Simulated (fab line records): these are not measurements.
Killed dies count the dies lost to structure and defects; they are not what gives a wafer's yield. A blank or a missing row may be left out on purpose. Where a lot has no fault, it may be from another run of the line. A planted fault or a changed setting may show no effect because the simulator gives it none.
fab line records	flow rit-cmos
record lots=7	wafers=21	last-day=7
route steps=202 shown SPACER@127 NSD@131 PSD@142 SDANNEAL@153 PLDD@159 M1@202
lots with no fault: from the same line, run without faults
start-h: the number of hours between the record's first day and the start of the first shown wafer of the lot	wait-h: how many hours have passed since the lot's step before this one	" unchanged from the row above	L1.1+2: a row that stands for several wafers	- no value, or no start was given	* or withheld: withheld	< > ~ a bound
route shown NAME@n: NAME is a module with steps in the file, n the number in the route of the first one	usual: average and standard deviation across the fault-free wafers	same: alike in all rows	chamber/n: place in a boat	sites: the reading at each site	_std_site: the standard deviation of these	_edge_site: mean of outer sites minus mean of inner sites	radius-mm: for every site, how far away it sits from the centre of the wafer	mask NAME#n: copy n	behind: the tool/chamber that last shaped the wafer	hold: cause of the lot's hold/its duration in hours/its outcome	device: names the non-switching transistor (n, p or np)	end of line: at the end of the route, the tests of the same wafers	a step with no rows: only its recipe	killed: count of dies lost to structure and defects at first sort (not the wafer's yield)	map: the dies of a wafer, with x for killed, . for not killed, _ for no die there
set.NAME: the setting the step ran with; set.NAME@STEP: the setting that earlier step ran with	model.NAME: the simulator's own value behind a step, which no gauge read
lots seen at some steps along the route; tables by step, rows by wafer
services: a tool's chamber out of use, with start hour (start-h, from the record's first day; less than 0 if before it), hours out, and reason
## steps
# step RIT_SPACER_CLEAN_02
# recipe chemistry=SC2	mix=3:3:50	time-s=600	temp-c=75	dry=n2-spin
# step RIT_SPACER_CVD_03
# recipe material=Si3N4	target-thk-nm=250	temp-c=810	precursor=SiH2Cl2/NH3	time-s=3300	pressure-mtorr=300	sih2cl2-flow-sccm=60	nh3-flow-sccm=150
# step RIT_SPACER_THK_MEAS_04
# recipe reads=Si3N4_of_SPACER_CVD_03
# usual SPACER_NITRIDE_THK=251.0/2.4
lot.wafer	tool	chamber	start-h	wait-h	SPACER_NITRIDE_THK[nm]
L484.1	film-metro-02	-	56.59	0.0	250.1
L484.4	"	-	"	"	252.5
L484.6	"	-	"	"	251.1
L494.1	film-metro-02	-	108.03	0.0	250.6
L494.3	"	-	"	"	250.7
L494.5	"	-	"	"	254.2
L500.3	film-metro-04	-	147.45	0.0	248.0
L500.4	"	-	"	"	250.0
L500.6	"	-	"	"	250.3
L501.2	film-metro-04	-	151.17	0.0	252.4
L501.4	"	-	"	"	250.1
L501.6	"	-	"	"	252.6
L502.1	film-metro-03	-	153.08	0.0	250.2
L502.2	"	-	"	"	247.0
L502.3	"	-	"	"	248.6
L504.1	film-metro-02	-	162.72	0.0	247.0
L504.4	"	-	"	"	247.2
L504.5	"	-	"	"	247.6
L505.1	film-metro-02	-	166.66	0.0	252.2
L505.2	"	-	"	"	251.2
L505.6	"	-	"	"	252.9
# step RIT_SPACER_ETCHBACK_05
# recipe target-depth-a=2500	SF6_flow_sccm=30	CHF3_flow_sccm=30	target=Si3N4	chemistry=SF6/CHF3	pressure-mtorr=40	rf-w=250	time-s=240	stop-on=SiO2
# usual CHF3_flow_sccm=29.99/0.086	drypump-motor-current-A=5.5/0.37	oes-product-au=0.842/0.012	rf-fwd-power-W=249.1/0.85	throttle-valve-pct=10.26/0.16
lot.wafer	tool	chamber	start-h	wait-h	CHF3_flow_sccm	drypump-motor-current-A	oes-product-au	rf-fwd-power-W	rf-hours-counter-h	throttle-valve-pct
L484.1	rie-diel-04	0	56.65	0.1	30.04	5.5	0.850	249.3	13	10.55
L484.4	"	2	"	"	30.00	5.2	0.859	250.6	67	10.37
L484.6	"	1	"	"	30.10	5.8	0.857	249.0	-	10.50
L494.1	rie-diel-04	3	108.09	0.1	29.93	5.1	0.847	249.5	147	10.12
L494.3	"	2	"	"	30.12	5.2	0.861	251.1	68	10.36
L494.5	"	0	"	"	29.99	5.5	0.854	249.2	-	10.56
L500.3	rie-diel-01	2	147.49	0.0	29.87	5.7	0.829	250.3	7	10.10
L500.4	"	0	"	"	30.09	6.2	0.827	248.2	149	10.39
L500.6	"	2	"	"	29.91	5.7	0.840	250.2	-	10.09
L501.2	rie-diel-04	3	151.22	0.0	29.96	5.1	0.852	248.5	148	10.12
L501.4	"	0	"	"	30.02	5.5	0.843	247.9	15	10.56
L501.6	"	0	"	"	29.99	5.5	0.850	248.1	-	10.57
L502.1	rie-diel-01	3	153.14	0.1	29.98	6.1	0.832	250.9	121	10.21
L502.2	"	2	"	"	29.96	5.7	0.831	250.1	7	10.09
L502.3	"	1	"	"	30.01	5.2	0.843	248.7	28	10.09
L504.1	rie-diel-04	0	162.78	0.1	30.06	5.5	0.833	250.4	15	10.54
L504.4	"	1	"	"	29.86	5.8	0.840	250.8	-	10.51
L504.5	"	0	"	"	29.89	5.5	0.837	249.0	-	10.54
L505.1	rie-diel-02	2	166.72	0.1	29.83	5.3	0.844	247.8	25	10.24
L505.2	"	3	"	"	29.95	5.3	0.835	248.6	19	10.26
L505.6	"	0	"	"	29.82	5.4	0.824	247.8	-	10.09
# step RIT_NSD_HMDS_00
# recipe prime-time-s=60	prime-temp-c=140
# step RIT_NSD_COAT_01
# recipe resist=NOVOLAK	spin-rpm=3250	resist-thk-nm=1000
# step RIT_NSD_SOFTBAKE_02
# recipe resist=NOVOLAK	temp-c=90	time-s=60
# step RIT_NSD_EXPOSE_03
# recipe mask-id=M9	na=0.57	target-cd-nm=40700	dose-mj=250
# step RIT_NSD_PEB_04
# recipe resist=NOVOLAK	temp-c=withheld	time-s=withheld
# step RIT_NSD_DEVELOP_05
# recipe resist=NOVOLAK	develop-time-s=50	dev-temp-c=23
# step RIT_NSD_OVL_MEAS_06
# usual NSD_OVL=0.0/1.3
lot.wafer	tool	chamber	start-h	wait-h	NSD_OVL[nm]
L484.1	overlay-01	-	57.78	-	2.1
L484.4	"	-	"	"	0.4
L484.6	"	-	"	"	0.4
L494.1	overlay-01	-	109.21	-	-1.5
L494.3	"	-	"	"	-3.7
L494.5	"	-	"	"	-1.0
L500.3	overlay-02	-	148.62	-	0.0
L500.4	"	-	"	"	-1.6
L500.6	"	-	"	"	-2.4
L501.2	overlay-02	-	152.23	-	-0.8
L501.4	"	-	"	"	-0.8
L501.6	"	-	"	"	1.2
L502.1	overlay-01	-	154.14	-	1.7
L502.2	"	-	"	"	0.8
L502.3	"	-	"	"	1.3
L504.1	overlay-02	-	163.78	-	-1.4
L504.4	"	-	"	"	-1.2
L504.5	"	-	"	"	-1.8
L505.1	overlay-02	-	167.85	-	0.6
L505.2	"	-	"	"	-1.6
L505.6	"	-	"	"	-0.4
# step RIT_NSD_HARDBAKE_07
# recipe resist=NOVOLAK	temp-c=140	time-s=60
# step RIT_NSD_IMPLANT_08
# recipe species=P	energy-kev=25	dose-cm2=1e+15	tilt-deg=7
# usual dose-ions-cm2=1e+15/1.1e+12	faraday-current-uA=3130/59
lot.wafer	tool	chamber	start-h	wait-h	dose-ions-cm2	faraday-current-uA
L484.1	implanter-02	0	57.97	0.1	9.997e+14	3220
L484.4	"	0	"	"	1.0015e+15	3071
L484.6	"	0	"	"	1.0002e+15	3030
L494.1	implanter-01	0	109.40	0.1	9.98e+14	3236
L494.3	"	0	"	"	9.984e+14	3083
L494.5	"	0	"	"	9.989e+14	3114
L500.3	implanter-01	0	148.85	0.1	1.0989e+15	3362
L500.4	"	0	"	"	1.0966e+15	3367
L500.6	"	0	"	"	1.0963e+15	3524
L501.2	implanter-01	0	152.43	0.1	1.0974e+15	3298
L501.4	"	0	"	"	1.0991e+15	3450
L501.6	"	0	"	"	1.0987e+15	3449
L502.1	implanter-01	0	154.33	0.1	1.0964e+15	3447
L502.2	"	0	"	"	1.0968e+15	3480
L502.3	"	0	"	"	1.0969e+15	3390
L504.1	implanter-02	0	164.12	0.1	9.995e+14	3173
L504.4	"	0	"	"	9.996e+14	3117
L504.5	"	0	"	"	1.0013e+15	3112
L505.1	implanter-04	0	168.03	0.1	1.0009e+15	3083
L505.2	"	0	"	"	9.996e+14	3068
L505.6	"	0	"	"	1.0001e+15	3092
# step RIT_NSD_STRIP_09
# recipe chemistry=O2	time-s=180	resist=NOVOLAK	platen-temp-c=withheld	power-w=500	pressure-mtorr=4000	o2-flow-sccm=4000
# usual drypump-motor-current-A=5.4/0.43
lot.wafer	tool	chamber	start-h	wait-h	drypump-motor-current-A	rf-hours-counter-h
L484.1	plasma-asher-04	1	58.12	0.1	4.9	42
L484.4	"	1	"	"	4.9	-
L484.6	"	0	"	"	5.1	-
L494.1	plasma-asher-04	1	109.55	0.1	4.9	47
L494.3	"	1	"	"	5.0	-
L494.5	"	1	"	"	4.9	-
L500.3	plasma-asher-03	0	149.00	0.1	6.2	-
L500.4	"	1	"	"	5.8	-
L500.6	"	0	"	"	6.2	-
L501.2	plasma-asher-03	0	152.56	0.1	6.2	37
L501.4	"	0	"	"	6.2	-
L501.6	"	0	"	"	6.2	-
L502.1	plasma-asher-02	1	154.48	0.1	5.1	52
L502.2	"	0	"	"	5.5	52
L502.3	"	0	"	"	5.5	-
L504.1	plasma-asher-03	1	164.27	0.1	5.7	39
L504.4	"	0	"	"	6.2	-
L504.5	"	0	"	"	6.2	-
L505.1	plasma-asher-02	0	168.18	0.1	5.5	54
L505.2	"	1	"	"	5.1	54
L505.6	"	1	"	"	5.1	-
# step RIT_NSD_TW_MEAS_10
# usual NSD_TW=3172/21
lot.wafer	tool	chamber	start-h	wait-h	NSD_TW
L484.1	film-metro-01	-	58.29	0.1	3189
L484.4	"	-	"	"	3185
L484.6	"	-	"	"	3169
L494.1	film-metro-02	-	109.72	0.1	3141
L494.3	"	-	"	"	3132
L494.5	"	-	"	"	3122
L500.3	film-metro-04	-	149.14	0.1	3203
L500.4	"	-	"	"	3208
L500.6	"	-	"	"	3208
L501.2	film-metro-01	-	152.74	0.1	3243
L501.4	"	-	"	"	3231
L501.6	"	-	"	"	3267
L502.1	film-metro-01	-	154.65	0.1	3266
L502.2	"	-	"	"	3261
L502.3	"	-	"	"	3262
L504.1	film-metro-01	-	164.45	0.1	3188
L504.4	"	-	"	"	3195
L504.5	"	-	"	"	3209
L505.1	film-metro-01	-	168.36	0.1	3162
L505.2	"	-	"	"	3139
L505.6	"	-	"	"	3150
# step RIT_PSD_HMDS_00
# recipe prime-time-s=60	prime-temp-c=140
# step RIT_PSD_COAT_01
# recipe resist=NOVOLAK	spin-rpm=3250	resist-thk-nm=1000
# step RIT_PSD_SOFTBAKE_02
# recipe resist=NOVOLAK	temp-c=90	time-s=60
# step RIT_PSD_EXPOSE_03
# recipe mask-id=M10	na=0.57	target-cd-nm=40900	dose-mj=250
# step RIT_PSD_PEB_04
# recipe resist=NOVOLAK	temp-c=withheld	time-s=withheld
# step RIT_PSD_DEVELOP_05
# recipe resist=NOVOLAK	develop-time-s=50	dev-temp-c=23
# step RIT_PSD_OVL_MEAS_06
# usual PSD_OVL=0.3/1.2
lot.wafer	tool	chamber	start-h	wait-h	PSD_OVL[nm]
L484.1	overlay-01	-	59.33	-	-0.1
L484.4	"	-	"	"	0.9
L484.6	"	-	"	"	-1.2
L494.1	overlay-01	-	110.76	-	-1.8
L494.3	"	-	"	"	-0.2
L494.5	"	-	"	"	-1.0
L500.3	overlay-02	-	150.17	-	0.8
L500.4	"	-	"	"	1.5
L500.6	"	-	"	"	2.5
L501.2	overlay-02	-	153.95	-	0.4
L501.4	"	-	"	"	0.3
L501.6	"	-	"	"	-0.1
L502.1	overlay-02	-	155.69	-	0.8
L502.2	"	-	"	"	-0.3
L502.3	"	-	"	"	-0.6
L504.1	overlay-01	-	165.48	-	1.3
L504.4	"	-	"	"	0.5
L504.5	"	-	"	"	-0.4
L505.1	overlay-01	-	169.39	-	1.2
L505.2	"	-	"	"	0.8
L505.6	"	-	"	"	0.5
# step RIT_PSD_HARDBAKE_07
# recipe resist=NOVOLAK	temp-c=140	time-s=60
# step RIT_PSD_IMPLANT_08
# recipe species=BF2	energy-kev=27	dose-cm2=5e+15	tilt-deg=7
# step RIT_PSD_STRIP_09
# recipe chemistry=O2	time-s=180	resist=NOVOLAK	platen-temp-c=withheld	power-w=500	pressure-mtorr=4000	o2-flow-sccm=4000
# usual drypump-motor-current-A=5.28/0.23
lot.wafer	tool	chamber	start-h	wait-h	drypump-motor-current-A	rf-hours-counter-h
L484.1	plasma-asher-02	0	59.66	0.1	5.52	43
L484.4	"	0	"	"	5.52	-
L484.6	"	0	"	"	5.54	-
L494.1	plasma-asher-04	0	111.25	0.1	5.06	47
L494.3	"	0	"	"	5.08	-
L494.5	"	0	"	"	5.05	-
L500.3	plasma-asher-02	1	150.55	0.1	5.09	-
L500.4	"	0	"	"	5.52	-
L500.6	"	1	"	"	5.08	-
L501.2	plasma-asher-01	0	154.43	0.2	5.47	4
L501.4	"	0	"	"	5.49	-
L501.6	"	1	"	"	5.45	-
L502.1	plasma-asher-02	1	156.02	0.1	5.10	52
L502.2	"	0	"	"	5.52	52
L502.3	"	0	"	"	5.52	-
L504.1	plasma-asher-01	1	165.82	0.1	5.50	5
L504.4	"	0	"	"	5.47	-
L504.5	"	0	"	"	5.45	-
L505.1	plasma-asher-01	0	169.89	0.1	5.49	6
L505.2	"	1	"	"	5.50	6
L505.6	"	1	"	"	5.51	-
# step RIT_PSD_TW_MEAS_10
# usual PSD_TW=3470/27
lot.wafer	tool	chamber	start-h	wait-h	PSD_TW
L484.1	film-metro-01	-	59.84	0.1	3490
L484.4	"	-	"	"	3518
L484.6	"	-	"	"	3515
L494.1	film-metro-01	-	111.43	0.1	3487
L494.3	"	-	"	"	3482
L494.5	"	-	"	"	3487
L500.3	film-metro-01	-	150.69	0.1	3513
L500.4	"	-	"	"	3501
L500.6	"	-	"	"	3506
L501.2	film-metro-02	-	154.62	0.1	3441
L501.4	"	-	"	"	3455
L501.6	"	-	"	"	3406
L502.1	film-metro-04	-	156.20	0.1	3452
L502.2	"	-	"	"	3474
L502.3	"	-	"	"	3476
L504.1	film-metro-04	-	166.00	0.1	3450
L504.4	"	-	"	"	3465
L504.5	"	-	"	"	3457
L505.1	film-metro-02	-	170.07	0.1	3416
L505.2	"	-	"	"	3426
L505.6	"	-	"	"	3404
# step RIT_SDANNEAL_CLEAN_00
# recipe chemistry=SC1	mix=3:3:50	time-s=600	temp-c=75
# step RIT_SDANNEAL_CLEAN_01
# recipe chemistry=dHF	dilution=50:1	time-s=30
# step RIT_SDANNEAL_CLEAN_02
# recipe chemistry=SC2	mix=3:3:50	time-s=600	temp-c=75	dry=n2-spin
# step RIT_SDANNEAL_RTA_03
# recipe temp-c=1050	time-s=5	idle-temp-c=600	ramp-up-c-per-s=342	ramp-down-c-per-s=171	cool-to-c=600	ambient=N2
# usual wafer_temp_C_max=1053.5/1.1
lot.wafer	tool	chamber	start-h	wait-h	wafer_temp_C_max
L484.1	rtp-anneal-02	0	60.26	0.0	1053.5
L484.4	"	0	"	"	1052.2
L484.6	"	0	"	"	1050.5
L494.1	rtp-anneal-02	0	112.20	0.0	1052.5
L494.3	"	0	"	"	1054.0
L494.5	"	0	"	"	1053.2
L500.3	rtp-anneal-02	0	151.11	0.0	1054.1
L500.4	"	0	"	"	1054.7
L500.6	"	0	"	"	1054.7
L501.2	rtp-anneal-01	0	155.07	0.0	1055.0
L501.4	"	0	"	"	1052.7
L501.6	"	0	"	"	1053.7
L502.1	rtp-anneal-02	0	156.62	0.0	1052.7
L502.2	"	0	"	"	1053.6
L502.3	"	0	"	"	1052.2
L504.1	rtp-anneal-02	0	166.44	0.0	1053.6
L504.4	"	0	"	"	1053.6
L504.5	"	0	"	"	1054.1
L505.1	rtp-anneal-01	0	170.49	0.0	1053.3
L505.2	"	0	"	"	1052.5
L505.6	"	0	"	"	1052.7
# step RIT_SDANNEAL_RS_MEAS_04
# recipe thk-meas-gauge=four-point-probe
# usual PSD_RS=115.83/0.29
lot.wafer	tool	chamber	start-h	wait-h	PSD_RS[ohm/sq]
L484.1	film-metro-04	-	60.32	0.0	115.84
L484.4	"	-	"	"	115.51
L484.6	"	-	"	"	116.17
L494.1	film-metro-01	-	112.26	0.0	116.13
L494.3	"	-	"	"	116.22
L494.5	"	-	"	"	116.17
L500.3	film-metro-01	-	151.19	0.1	115.79
L500.4	"	-	"	"	115.73
L500.6	"	-	"	"	115.72
L501.2	film-metro-01	-	155.14	0.1	115.90
L501.4	"	-	"	"	115.85
L501.6	"	-	"	"	115.95
L502.1	film-metro-02	-	156.68	0.0	115.99
L502.2	"	-	"	"	116.11
L502.3	"	-	"	"	115.79
L504.1	film-metro-01	-	166.50	0.0	115.87
L504.4	"	-	"	"	115.51
L504.5	"	-	"	"	115.80
L505.1	film-metro-01	-	170.55	0.0	115.99
L505.2	"	-	"	"	116.51
L505.6	"	-	"	"	116.05
# step RIT_SDANNEAL_RS_MEAS_05
# recipe thk-meas-gauge=four-point-probe
# usual NSD_RS=84.5/0.33
lot.wafer	tool	chamber	start-h	wait-h	NSD_RS[ohm/sq]
L484.1	film-metro-04	-	60.44	0.1	84.5
L484.4	"	-	"	"	84.5
L484.6	"	-	"	"	84.2
L494.1	film-metro-01	-	112.38	0.1	84.6
L494.3	"	-	"	"	84.9
L494.5	"	-	"	"	84.9
L500.3	film-metro-01	-	151.31	0.1	78.3
L500.4	"	-	"	"	78.6
L500.6	"	-	"	"	78.4
L501.2	film-metro-01	-	155.26	0.1	78.9
L501.4	"	-	"	"	78.9
L501.6	"	-	"	"	78.7
L502.1	film-metro-02	-	156.80	0.1	78.2
L502.2	"	-	"	"	77.9
L502.3	"	-	"	"	78.2
L504.1	film-metro-01	-	166.62	0.1	84.3
L504.4	"	-	"	"	84.6
L504.5	"	-	"	"	84.6
L505.1	film-metro-01	-	170.67	0.1	84.8
L505.2	"	-	"	"	85.0
L505.6	"	-	"	"	84.6
# step RIT_SDANNEAL_RS_MEAS_06
# recipe thk-meas-gauge=four-point-probe
# usual PLDD_RS=178.5/0.5
lot.wafer	tool	chamber	start-h	wait-h	PLDD_RS[ohm/sq]
L484.1	film-metro-04	-	60.56	0.1	179.1
L484.4	"	-	"	"	178.2
L484.6	"	-	"	"	178.4
L494.1	film-metro-01	-	112.50	0.1	179.1
L494.3	"	-	"	"	178.6
L494.5	"	-	"	"	178.6
L500.3	film-metro-01	-	151.43	0.1	178.8
L500.4	"	-	"	"	178.6
L500.6	"	-	"	"	178.3
L501.2	film-metro-01	-	155.38	0.1	178.7
L501.4	"	-	"	"	178.1
L501.6	"	-	"	"	178.9
L502.1	film-metro-02	-	156.92	0.1	178.0
L502.2	"	-	"	"	177.6
L502.3	"	-	"	"	177.6
L504.1	film-metro-01	-	166.74	0.1	178.2
L504.4	"	-	"	"	177.9
L504.5	"	-	"	"	178.2
L505.1	film-metro-01	-	170.79	0.1	178.7
L505.2	"	-	"	"	178.7
L505.6	"	-	"	"	177.9
# step RIT_M1_PROBE_99
# usual killed-at-front-end=7.1/2.8	killed-dies=7.2/2.8	killed-open=3.5/2	killed-short=3.7/1.9
# same gross-dies=264	killed_at_M0_to_M3=0	killed_at_M4_up=0	killed-at-back-side=0	killed-at-contacts=0	killed-at-other=0
lot.wafer	tool	chamber	start-h	wait-h	killed-at-front-end	killed-dies	killed-open	killed-short	model.etest.contact-nplus.end-ohm-um
L484.1	prober-01	-	67.82	0.1	3	3	3	0	42.2
L484.4	prober-01	-	67.97	0.2	10	10	6	4	43.72
L484.6	prober-01	-	68.07	0.2	8	8	5	3	41.48
L494.1	prober-01	-	120.47	0.1	8	8	3	5	41.25
L494.3	prober-01	-	120.57	0.2	9	9	3	5	42.83
L494.5	prober-01	-	120.67	0.2	5	5	2	2	42
L500.3	prober-01	-	159.27	0.2	7	7	3	4	36.33
L500.4	prober-01	-	159.32	0.2	8	8	4	4	37.55
L500.6	prober-01	-	159.42	0.2	3	3	2	1	37.28
L501.2	prober-02	-	163.72	0.1	8	8	4	4	36.8
L501.4	prober-02	-	163.82	0.2	5	5	3	2	36.51
L501.6	prober-02	-	163.92	0.2	12	12	6	6	35.17
L502.1	prober-01	-	164.94	0.1	6	6	4	2	35.86
L502.2	prober-01	-	164.99	0.1	6	6	0	6	34.72
L502.3	prober-01	-	165.04	0.2	12	12	6	6	35.62
L504.1	prober-01	-	173.91	0.1	6	6	2	4	41.57
L504.4	prober-01	-	174.06	0.2	5	5	4	1	43.03
L504.5	prober-01	-	174.11	0.2	6	6	3	3	42.29
L505.1	prober-02	-	179.02	0.1	4	4	2	2	42.09
L505.2	prober-02	-	179.07	0.1	6	6	4	2	42.27
L505.6	prober-02	-	179.27	0.2	4	4	2	2	41.17
# killed by level:class
L484.1 GATE:geometric-particle:open=1 SPACER:geometric-particle:open=1 SILICIDE:geometric-particle:open=1
L484.4 FOX2:geometric-particle:short=2 GATE:geometric-particle:open=2 SPACER:geometric-particle:short=2 SILICIDE:geometric-particle:open=2 FOX1:geometric-particle:open=1 FOX2:geometric-particle:open=1
L484.6 FOX2:geometric-particle:open=2 SILICIDE:geometric-particle:short=2 GATE:geometric-particle:open=1 GATE:geometric-particle:short=1 SPACER:geometric-particle:open=1 SILICIDE:geometric-particle:open=1
L494.1 FOX1:geometric-particle:open=3 FOX1:geometric-particle:short=2 FOX2:geometric-particle:short=1 GATE:geometric-particle:short=1 REOX:geometric-particle:short=1
L494.3 SILICIDE:geometric-particle:short=3 FOX2:geometric-particle:open=2 GATE:geometric-particle:short=2 SILICIDE:geometric-particle:open=1 NRETRO:coat-microbubble-printed=1
L494.5 GATE:geometric-particle:open=2 GATE:geometric-particle:short=1 SILICIDE:geometric-particle:short=1 NRETRO:coat-microbubble-printed=1
L500.3 FOX1:geometric-particle:short=2 GATE:geometric-particle:open=2 GATE:geometric-particle:short=2 REOX:geometric-particle:open=1
L500.4 GATE:geometric-particle:open=4 GATE:geometric-particle:short=3 REOX:geometric-particle:short=1
L500.6 FOX1:geometric-particle:open=2 GATE:geometric-particle:short=1
L501.2 SPACER:geometric-particle:short=3 GATE:geometric-particle:open=2 FOX2:geometric-particle:short=1 REOX:geometric-particle:open=1 SPACER:geometric-particle:open=1
L501.4 FOX1:geometric-particle:short=1 FOX2:geometric-particle:open=1 GATE:geometric-particle:open=1 REOX:geometric-particle:short=1 SPACER:geometric-particle:open=1
L501.6 FOX2:geometric-particle:short=2 GATE:geometric-particle:open=2 GATE:geometric-particle:short=2 REOX:geometric-particle:open=2 SPACER:geometric-particle:short=2 SPACER:geometric-particle:open=2
L502.1 FOX2:geometric-particle:open=2 GATE:geometric-particle:short=2 REOX:geometric-particle:open=2
L502.2 GATE:geometric-particle:short=2 FOX1:geometric-particle:short=1 FOX2:geometric-particle:short=1 SPACER:geometric-particle:short=1 SILICIDE:geometric-particle:short=1
L502.3 GATE:geometric-particle:short=4 REOX:geometric-particle:short=2 SILICIDE:geometric-particle:open=2 FOX2:geometric-particle:open=1 GATE:geometric-particle:open=1 REOX:geometric-particle:open=1 SPACER:geometric-particle:open=1
L504.1 GATE:geometric-particle:open=2 SPACER:geometric-particle:short=2 GATE:geometric-particle:short=1 SILICIDE:geometric-particle:short=1
L504.4 SPACER:geometric-particle:open=2 FOX1:geometric-particle:open=1 GATE:geometric-particle:open=1 GATE:geometric-particle:short=1
L504.5 GATE:geometric-particle:open=2 SPACER:geometric-particle:short=2 SILICIDE:geometric-particle:short=1 SILICIDE:geometric-particle:open=1
L505.1 FOX1:geometric-particle:short=2 GATE:geometric-particle:open=1 SILICIDE:geometric-particle:open=1
L505.2 FOX1:geometric-particle:short=2 GATE:geometric-particle:open=2 REOX:geometric-particle:open=2
L505.6 GATE:geometric-particle:short=2 FOX1:geometric-particle:open=1 SILICIDE:geometric-particle:open=1
## services
tool	chamber	start-h	hours	kind
implanter-02	-	42.60	3.7	pm
rie-diel-01	-	51.72	2.2	repair
implanter-01	-	57.60	2.9	pm
rie-diel-04	-	81.79	0.2	repair
plasma-asher-01	-	87.05	0.5	repair
implanter-02	-	88.90	1.5	repair
implanter-01	-	104.26	1.2	repair
rie-diel-02	3	105.79	8.8	repair
plasma-asher-01	-	108.75	9.0	pm
plasma-asher-01	0	108.75	9.0	vent-cycle
plasma-asher-01	1	108.75	9.0	vent-cycle
plasma-asher-01	0	117.75	-	clean
plasma-asher-01	1	117.75	-	clean
plasma-asher-02	-	119.68	1.4	repair
implanter-02	-	123.82	2.2	repair
rie-diel-01	0	151.20	-	clean
rie-diel-01	0	151.20	20.3	scheduled-down
rie-diel-01	0	151.20	20.3	vent-cycle
rie-diel-02	-	156.58	0.1	repair
rie-diel-04	3	160.90	-	clean
plasma-asher-02	-	162.83	0.7	repair
rie-diel-04	2	165.42	7.4	repair
## key
first-sign step=RIT_NSD_IMPLANT_08	reading=dose-ions-cm2	direction=up	sigmas=90	usual=1e+15	struck=1.0974e+15
effect step=RIT_NSD_IMPLANT_08	reading=faraday-current-uA	direction=up	sigmas=4.9	usual=3130	struck=3419
effect step=RIT_NSD_TW_MEAS_10	reading=NSD_TW	direction=up	sigmas=3.1	usual=3172	struck=3238
effect step=RIT_SDANNEAL_RS_MEAS_05	reading=NSD_RS	direction=down	sigmas=19	usual=84.5	struck=78.5
model-effect step=RIT_M1_PROBE_99	value=etest.contact-nplus.end-ohm-um	without=41.2	struck=36.2
met-at RIT_NSD_IMPLANT_08
struck-wafers L500.3,L500.4,L500.6,L501.2,L501.4,L501.6,L502.1,L502.2,L502.3
tester-left-out L500,L501,L502
onset-between 109.40 148.85
fault kind=process-parameter-drift	tool=implanter-01	chamber=-	onset-h=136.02	steps=RIT_NSD_IMPLANT_08	channel=dose-cm2	offset=9.7837e+13	shape=step	end-h=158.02	acts-in=these-recipes-only	stated=1e+15
# tester-left-out: of these lots the tester's yield and bins aren't shown, on N5 and GAA mostly nor the transistor test; their killed dies are dies lost to structure and defects alone, not to doping, threshold or leakage, so they don't give the yield
